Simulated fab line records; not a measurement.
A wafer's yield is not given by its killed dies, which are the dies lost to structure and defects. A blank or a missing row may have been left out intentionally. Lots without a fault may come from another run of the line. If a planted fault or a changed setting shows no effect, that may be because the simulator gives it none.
Matching of chambers -- flow berkeleyCmos170 -- UCB170_V1_CMP_02 on cmp-02: 4 sister chambers
The step polishes SiO2. 8 wafers are shown with their chamber, then 7 later ones without.

## EACH WAFER AND ITS CHAMBER
wafer,chamber,motorCurrentA (A)
L487.5,0,17.4
L489.5,3,14.5
L490.1,3,14.9
L490.3,2,13.9
L503.3,0,18.8
L503.6,1,17.3
L505.1,2,14.4
L505.3,1,17.1

## WAFERS WITHOUT THEIR CHAMBER
wafer,motorCurrentA (A)
L505.4,18.7
L509.1,17.4
L509.4,14.2
L509.5,17.7
L510.1,14.1
L510.4,16.9
L510.5,16.6

## EACH ONE'S CHAMBER
wafer,from the rows above,in truth
L505.4,can't be placed: 0 or 1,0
L509.1,can't be placed: 1 or 0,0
L509.4,can't be placed: 2 or 3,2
L509.5,can't be placed: 0 or 1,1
L510.1,can't be placed: 2 or 3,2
L510.4,can't be placed: 1 or 0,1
L510.5,can't be placed: 1 or 0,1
0 of 7 placed correctly. Unplaceable from these rows: 7, with the true chamber sitting among the candidates in 7. Placed wrongly: 0.
How it was worked out, from the rows above alone: a wafer's distance from a chamber is the root of the sum, over the readings, of the square of ((its reading less the chamber's mean) divided by the reading's scatter). If the next closest chamber is less than 2 further off than the closest, the wafer can't be placed; otherwise it belongs to the closest. A chamber's mean is the mean of its shown wafers. The scatter: take each reading less its chamber's mean, square it, sum over the shown wafers, divide by the number of wafers less the number of chambers, and take the root.
